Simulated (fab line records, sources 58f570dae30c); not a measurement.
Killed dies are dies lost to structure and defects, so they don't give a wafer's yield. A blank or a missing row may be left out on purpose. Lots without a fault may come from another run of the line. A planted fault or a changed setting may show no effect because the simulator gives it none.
Which tool did it? | flow berkeley_cmos170 | 10 lots, 30 wafers sampled, at 3 steps of a route of 331

WHAT THE GAUGES READ, wafer by wafer
UCB170_PSD_TW_MEAS_10. Usual: PSD_TW 2356, standard deviation 25.
lot  | measured     | on            | PSD_TW         | flag
L643 | day 6 10:48  | film_metro-04 | 2335 2349 2360 |
L644 | day 6 20:06  | film_metro-04 | 2338 2343 2344 |
L652 | day 8 12:19  | film_metro-01 | 2383 2383 2389 |
L656 | day 9 03:11  | film_metro-02 | 2359 2371 2367 |
L657 | day 9 11:29  | film_metro-02 | 2357 2349 2356 |
L658 | day 9 11:43  | film_metro-01 | 2387 2384 2394 |
L660 | day 10 02:08 | film_metro-04 | 2317 2331 2321 |
L662 | day 10 15:20 | film_metro-01 | 2380 2376 2380 |
L663 | day 10 15:38 | film_metro-04 | 2324 2325 2308 |
L665 | day 11 03:35 | film_metro-02 | 2331 2335 2324 |

UCB170_SDANNEAL_RS_MEAS_03: measures by four-point-probe. Usual: NSD_RS 37.27 ohm/sq, standard deviation 0.087.
lot  | measured     | on            | NSD_RS (ohm/sq)   | flag
L643 | day 6 17:00  | film_metro-04 | 37.29 37.37 37.30 |
L644 | day 6 23:47  | film_metro-04 | 37.20 37.15 37.13 |
L652 | day 8 16:23  | film_metro-02 | 37.38 37.30 37.33 |
L656 | day 9 07:38  | film_metro-01 | 37.35 37.45 37.31 |
L657 | day 9 16:12  | film_metro-02 | 37.23 37.24 37.38 |
L658 | day 9 16:35  | film_metro-04 | 37.25 37.33 37.28 |
L660 | day 10 05:08 | film_metro-01 | 37.17 37.21 37.18 |
L662 | day 10 18:16 | film_metro-01 | 37.39 37.28 37.32 |
L663 | day 10 18:45 | film_metro-02 | 37.26 37.32 37.32 |
L665 | day 11 08:54 | film_metro-02 | 37.21 37.11 37.19 |

UCB170_SILICIDE_RS_MEAS_02: measures by four-point-probe. Usual: SILICIDE_TI_RS 26.2 ohm/sq, standard deviation 0.33.
lot  | measured     | on            | SILICIDE_TI_RS (ohm/sq) | flag
L643 | day 6 17:32  | film_metro-03 | 25.9 26.3 26.4          |
L644 | day 7 00:15  | film_metro-03 | 26.1 26.1 26.0          |
L652 | day 8 16:50  | film_metro-04 | 26.1 26.1 26.3          |
L656 | day 9 08:06  | film_metro-02 | 26.2 25.7 25.9          |
L657 | day 9 16:40  | film_metro-02 | 25.5 25.5 25.5          |
L658 | day 9 17:03  | film_metro-03 | 26.4 26.1 26.3          |
L660 | day 10 05:35 | film_metro-04 | 26.3 26.0 26.4          |
L662 | day 10 18:44 | film_metro-03 | 26.2 26.0 26.0          |
L663 | day 10 19:13 | film_metro-03 | 26.4 26.0 26.0          |
L665 | day 11 09:22 | film_metro-03 | 26.4 26.1 26.0          |

WHICH TOOL RAN EACH LOT (tool, then ch and the chambers of the sampled wafers, then the start)
The record holds no process step before these readings.

WHAT THE TOOLS THEMSELVES READ (means of the sampled wafers that have a number; where no wafer has one, the mark that the record gives instead)
The record holds no such reading with a usual standard deviation.

THE ANSWER, worked out from the rows above alone
Rule: a lot is off if the mean of its wafers that have a number lies more than 3 standard deviations from the usual mean. A lot without any number at a reading at which 4 lots or more have one is off too. The other lots that the step has rows for count as sound. The gauges are gone through in route order, then the tools' own readings, and for those a lot's mean is taken as printed above. The first step at which some lot is off is used, and at that step the reading that is off furthest; a lot without a number counts as furthest.
No lot is off at any reading shown: from this, nothing can be told.

WHAT THE SIMULATOR HAD PUT IN
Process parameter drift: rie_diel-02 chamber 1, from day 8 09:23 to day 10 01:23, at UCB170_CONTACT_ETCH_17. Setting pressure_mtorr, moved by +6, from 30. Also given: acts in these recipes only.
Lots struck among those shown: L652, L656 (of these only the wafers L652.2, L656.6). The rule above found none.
